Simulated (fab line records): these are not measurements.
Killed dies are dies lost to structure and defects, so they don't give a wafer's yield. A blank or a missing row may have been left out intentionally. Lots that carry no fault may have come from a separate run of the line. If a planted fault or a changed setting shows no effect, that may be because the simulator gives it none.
Split-lot trial -- flow berkeley cmos170 -- 23 wafers read from 5 lots, route of 331 steps

SPLIT DETAILS
At UCB170_ZERO_COAT_01 (resist thk 900 nm), the setting spin rpm was moved away from the recipe's 1500 rpm on 5 of the 23 wafers read, by +2.2% to +3.3%. The other wafers ran this setting at the recipe's value.

The reading is taken at the split's own step.

THE READING
KrF_of_ZERO_COAT_01.thk nm (the simulator's own value, which no gauge read), in nm, at UCB170_ZERO_COAT_01 (resist thk 900 nm). The file does not state a usual value for it. Here, 18 wafers ran the recipe; their average is 903.1 nm with a standard deviation of 2 nm.

wafer,"tool, chamber at the split","spin rpm as run, rpm",against the recipe,"KrF_of_ZERO_COAT_01.thk nm, nm",against lot-mates on the recipe
L074.1,"litho track-04, 0",1500,recipe,902.7,-
L074.2,"litho track-04, 0",1533,+2.2%,893.1,-10.6
L074.3,"litho track-04, 0",1500,recipe,903,-
L074.5,"litho track-04, 0",1500,recipe,905.3,-
L074.6,"litho track-04, 0",1533,+2.2%,893.7,-10.0
L076.2,"litho track-04, 0",1500,recipe,903.7,-
L076.3,"litho track-04, 0",1500,recipe,903.8,-
L076.4,"litho track-04, 0",1500,recipe,904.5,-
L076.5,"litho track-04, 0",1500,recipe,902.6,-
L076.6,"litho track-04, 0",1500,recipe,905.7,-
L083.1,"litho track-04, 0",1500,recipe,903.5,-
L083.3,"litho track-04, 0",1550,+3.3%,890.5,-12.9
L083.4,"litho track-04, 0",1500,recipe,903.3,-
L083.5,"litho track-04, 0",1550,+3.3%,888.8,-14.6
L083.6,"litho track-04, 0",1550,+3.3%,890.6,-12.8
L084.1,"litho track-04, 0",1500,recipe,905.8,-
L084.3,"litho track-04, 0",1500,recipe,903.8,-
L084.6,"litho track-04, 0",1500,recipe,906.2,-
L085.1,"litho track-02, 0",1500,recipe,898.3,-
L085.2,"litho track-02, 0",1500,recipe,901.3,-
L085.4,"litho track-02, 0",1500,recipe,901.3,-
L085.5,"litho track-02, 0",1500,recipe,900.3,-
L085.6,"litho track-02, 0",1500,recipe,900.9,-

FIT RESULTS
A straight line over all 23 wafers: KrF_of_ZERO_COAT_01.thk nm changes by -4.04 nm for each +1% of spin rpm; r = -0.94; the points scatter about the line by 1.9 nm.
The same after taking each lot's own level away (the mean of its wafers on the recipe; 23 wafers): -4.16 nm for each +1%; r = -0.98; scatter 1.1 nm.
That fit puts the effect of the largest move of spin rpm on the reading at 14 nm.
Measured against the standard deviation above, the lots' own levels, which go from 900.42 to 905.27 nm, span 2.4 times it.
Consequently the slope shifts little with the lot-to-lot level, the two slopes agreeing.
Check: for one of the wafers moved furthest among these (+3.3%), held out of the fit, the line's prediction against its lot-mates is -14.3 nm. It came out at -12.9 nm against them.

THE WHOLE CHAIN: every reading that the file lists as answering this split, in the file's order
step,what it does,reading,change (the file's fit),r (the file's)
UCB170_ZERO_COAT_01,resist thk 900 nm,"KrF_of_ZERO_COAT_01.thk nm (the simulator's own value, which no gauge read)",-4.23 nm for each +1% of the setting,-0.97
UCB170_ZERO_STRIP_07,strips in O2,strip time to endpoint s,withheld for each +1% of the setting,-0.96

FILE'S OWN FIT
KrF_of_ZERO_COAT_01.thk nm changes by -4.23 nm for each +1% of spin rpm, r = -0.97.
